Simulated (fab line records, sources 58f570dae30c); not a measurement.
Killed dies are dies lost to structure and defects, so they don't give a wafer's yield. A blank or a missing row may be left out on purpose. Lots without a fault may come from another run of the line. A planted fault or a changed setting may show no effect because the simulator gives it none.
Split-lot experiment | flow berkeley_cmos170 | 5 lots, 23 wafers read, on a route of 331 steps

THE SPLIT
At UCB170_M3_SPUTTER_01 (material Al, target thk 900 nm, time 120 s), the setting power_w was moved away from the recipe's 6000 W on 9 of the 23 wafers read, by -9.7% to -5.5%. The other wafers ran this setting at the recipe's value.

FROM THE SPLIT TO THE READING: what the file shows between them, 1 step
- UCB170_M3_RS_MEAS_02: measures by four-point-probe

THE READING
M3_AL_THK, in nm, at UCB170_M3_THK_MEAS_03 (measures by xrf). Fault-free wafers of this fab line usually give 899 nm, standard deviation 9.3 nm.

wafer  | tool, chamber at the split | power_w as run, W | against the recipe | M3_AL_THK, nm | against lot-mates on the recipe
L077.1 | pvd_sputter-03, -          | 6000              | recipe             | 898           | -
L077.4 | pvd_sputter-03, -          | 6000              | recipe             | 897           | -
L077.5 | pvd_sputter-03, -          | 6000              | recipe             | 880           | -
L079.2 | pvd_sputter-04, -          | 5421              | -9.7%              | 812           | -99
L079.3 | pvd_sputter-04, -          | 6000              | recipe             | 914           | -
L079.4 | pvd_sputter-04, -          | 5421              | -9.7%              | 825           | -86
L079.5 | pvd_sputter-04, -          | 5421              | -9.7%              | 829           | -82
L079.6 | pvd_sputter-04, -          | 6000              | recipe             | 908           | -
L081.1 | pvd_sputter-02, -          | 6000              | recipe             | 888           | -
L081.2 | pvd_sputter-02, -          | 6000              | recipe             | 901           | -
L081.4 | pvd_sputter-02, -          | 5670              | -5.5%              | 856           | -41
L081.5 | pvd_sputter-02, -          | 5670              | -5.5%              | 854           | -43
L081.6 | pvd_sputter-02, -          | 6000              | recipe             | 903           | -
L084.1 | pvd_sputter-04, -          | 5609              | -6.5%              | 828           | -59
L084.2 | pvd_sputter-04, -          | 6000              | recipe             | 882           | -
L084.3 | pvd_sputter-04, -          | 6000              | recipe             | 889           | -
L084.5 | pvd_sputter-04, -          | 6000              | recipe             | 889           | -
L084.6 | pvd_sputter-04, -          | 5609              | -6.5%              | 829           | -58
L085.1 | pvd_sputter-03, -          | 5487              | -8.6%              | 823           | -75
L085.3 | pvd_sputter-03, -          | 6000              | recipe             | 884           | -
L085.4 | pvd_sputter-03, -          | 5487              | -8.6%              | 824           | -74
L085.5 | pvd_sputter-03, -          | 6000              | recipe             | 904           | -
L085.6 | pvd_sputter-03, -          | 6000              | recipe             | 906           | -

THE FIT
A straight line over all 23 wafers: M3_AL_THK changes by +8.2 nm for each +1% of power_w; r = +0.96; the points scatter about the line by 10 nm.
The same after taking each lot's own level away (the mean of its wafers on the recipe; 23 wafers): +8.94 nm for each +1%; r = +0.98; scatter 6.8 nm.
On that fit, the largest move of power_w shifts the reading by 86 nm.
The lots' own levels span 886.7 to 911.0 nm, that is 2.6 times the standard deviation above.
So the lot-to-lot level changes the slope little: the two slopes agree.
Check: with one of the wafers moved furthest among these (-9.7%) left out of the fit, the line predicts -83.2 nm for it against its lot-mates. It came out at -99 nm against them.

THE WHOLE CHAIN: every reading that the file lists as answering this split, in the file's order
step                  | what it does                               | reading                                                                     | change (the file's fit)               | r (the file's)
UCB170_M3_SPUTTER_01  | material Al, target thk 900 nm, time 120 s | Al_of_M3_SPUTTER_01.thk_nm (the simulator's own value, which no gauge read) | +8.72 nm for each +1% of the setting  | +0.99
UCB170_M3_RS_MEAS_02  | measures by four-point-probe               | M3_AL_RS                                                                    | -0.000345 for each +1% of the setting | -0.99
UCB170_M3_THK_MEAS_03 | measures by xrf                            | M3_AL_THK                                                                   | +8.82 for each +1% of the setting     | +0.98

THE FILE'S OWN FIT
M3_AL_THK changes by +8.82 nm for each +1% of power_w, r = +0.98.
